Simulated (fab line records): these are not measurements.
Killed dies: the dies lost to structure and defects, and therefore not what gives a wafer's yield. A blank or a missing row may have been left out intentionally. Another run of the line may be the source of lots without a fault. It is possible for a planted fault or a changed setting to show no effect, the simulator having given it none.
Split-lot trial / flow berkeleyCmos170 / 23 wafers read across 5 lots, on a route 331 steps long

== THE SPLIT ==
At UCB170_SACOX_OXIDATION_01 (target thk 14.4 nm, ox time 2400 s), the setting tempC was moved away from the recipe's 900 C on 10 of the 23 wafers read, by -2.8% to +1.5%. All remaining wafers had this setting at the recipe value.

There is no step in the file separating the split from the reading.

== THE READING ==
SACOX_OXIDE_THK, in nm, at UCB170_SACOX_THK_MEAS_02. Typical for fault-free wafers on this fab line: 14.3 nm, with standard deviation 0.35 nm.

wafer=L076.1; tool, chamber at the split=-, -; tempC as run, C=900; against the recipe=recipe; SACOX_OXIDE_THK, nm=13.6; against lot-mates on the recipe=-
wafer=L076.2; tool, chamber at the split=-, -; tempC as run, C=900; against the recipe=recipe; SACOX_OXIDE_THK, nm=13.7; against lot-mates on the recipe=-
wafer=L076.4; tool, chamber at the split=-, -; tempC as run, C=900; against the recipe=recipe; SACOX_OXIDE_THK, nm=13.5; against lot-mates on the recipe=-
wafer=L076.5; tool, chamber at the split=-, -; tempC as run, C=900; against the recipe=recipe; SACOX_OXIDE_THK, nm=13.8; against lot-mates on the recipe=-
wafer=L076.6; tool, chamber at the split=-, -; tempC as run, C=900; against the recipe=recipe; SACOX_OXIDE_THK, nm=13.6; against lot-mates on the recipe=-
wafer=L078.1; tool, chamber at the split=-, -; tempC as run, C=900; against the recipe=recipe; SACOX_OXIDE_THK, nm=14.4; against lot-mates on the recipe=-
wafer=L078.3; tool, chamber at the split=-, -; tempC as run, C=900; against the recipe=recipe; SACOX_OXIDE_THK, nm=14.5; against lot-mates on the recipe=-
wafer=L078.4; tool, chamber at the split=-, -; tempC as run, C=900; against the recipe=recipe; SACOX_OXIDE_THK, nm=14.5; against lot-mates on the recipe=-
wafer=L078.5; tool, chamber at the split=-, -; tempC as run, C=900; against the recipe=recipe; SACOX_OXIDE_THK, nm=14.5; against lot-mates on the recipe=-
wafer=L078.6; tool, chamber at the split=-, -; tempC as run, C=900; against the recipe=recipe; SACOX_OXIDE_THK, nm=14.5; against lot-mates on the recipe=-
wafer=L083.1; tool, chamber at the split=-, -; tempC as run, C=913.4; against the recipe=+1.5%; SACOX_OXIDE_THK, nm=16.7; against lot-mates on the recipe=no lot-mate on the recipe
wafer=L083.2; tool, chamber at the split=-, -; tempC as run, C=913.4; against the recipe=+1.5%; SACOX_OXIDE_THK, nm=16.6; against lot-mates on the recipe=no lot-mate on the recipe
wafer=L083.3; tool, chamber at the split=-, -; tempC as run, C=913.4; against the recipe=+1.5%; SACOX_OXIDE_THK, nm=16.5; against lot-mates on the recipe=no lot-mate on the recipe
wafer=L083.5; tool, chamber at the split=-, -; tempC as run, C=913.4; against the recipe=+1.5%; SACOX_OXIDE_THK, nm=16.9; against lot-mates on the recipe=no lot-mate on the recipe
wafer=L083.6; tool, chamber at the split=-, -; tempC as run, C=913.4; against the recipe=+1.5%; SACOX_OXIDE_THK, nm=16.9; against lot-mates on the recipe=no lot-mate on the recipe
wafer=L084.1; tool, chamber at the split=furnace-02, 0; tempC as run, C=900; against the recipe=recipe; SACOX_OXIDE_THK, nm=14.5; against lot-mates on the recipe=-
wafer=L084.3; tool, chamber at the split=furnace-02, 0; tempC as run, C=900; against the recipe=recipe; SACOX_OXIDE_THK, nm=14.5; against lot-mates on the recipe=-
wafer=L084.6; tool, chamber at the split=furnace-02, 0; tempC as run, C=900; against the recipe=recipe; SACOX_OXIDE_THK, nm=14.5; against lot-mates on the recipe=-
wafer=L082.1; tool, chamber at the split=-, -; tempC as run, C=874.8; against the recipe=-2.8%; SACOX_OXIDE_THK, nm=10.6; against lot-mates on the recipe=no lot-mate on the recipe
wafer=L082.2; tool, chamber at the split=-, -; tempC as run, C=874.8; against the recipe=-2.8%; SACOX_OXIDE_THK, nm=10.7; against lot-mates on the recipe=no lot-mate on the recipe
wafer=L082.3; tool, chamber at the split=-, -; tempC as run, C=874.8; against the recipe=-2.8%; SACOX_OXIDE_THK, nm=10.7; against lot-mates on the recipe=no lot-mate on the recipe
wafer=L082.4; tool, chamber at the split=-, -; tempC as run, C=874.8; against the recipe=-2.8%; SACOX_OXIDE_THK, nm=11.0; against lot-mates on the recipe=no lot-mate on the recipe
wafer=L082.5; tool, chamber at the split=-, -; tempC as run, C=874.8; against the recipe=-2.8%; SACOX_OXIDE_THK, nm=10.6; against lot-mates on the recipe=no lot-mate on the recipe

FIT RESULTS
A straight line over all 23 wafers: SACOX_OXIDE_THK changes by +1.36 nm for each +1% of tempC; r = +0.98; the points scatter about the line by 0.42 nm.
Too few moved wafers with a lot-mate on the recipe to fit a line net of each lot's own level.

== THE WHOLE CHAIN: every reading that the file lists as answering this split, in the file's order ==
step=UCB170_SACOX_OXIDATION_01; what it does=target thk 14.4 nm, ox time 2400 s; reading=SiO2_of_SACOX_OXIDATION_01.thkNm (the simulator's own value, which no gauge read); change (the file's fit)=+1.35 nm for each +1% of the setting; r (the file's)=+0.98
step=UCB170_SACOX_THK_MEAS_02; what it does=; reading=SACOX_OXIDE_THK; change (the file's fit)=+1.35 for each +1% of the setting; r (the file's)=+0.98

== THE FILE'S OWN FIT ==
SACOX_OXIDE_THK changes by +1.35 nm for each +1% of tempC, r = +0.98.
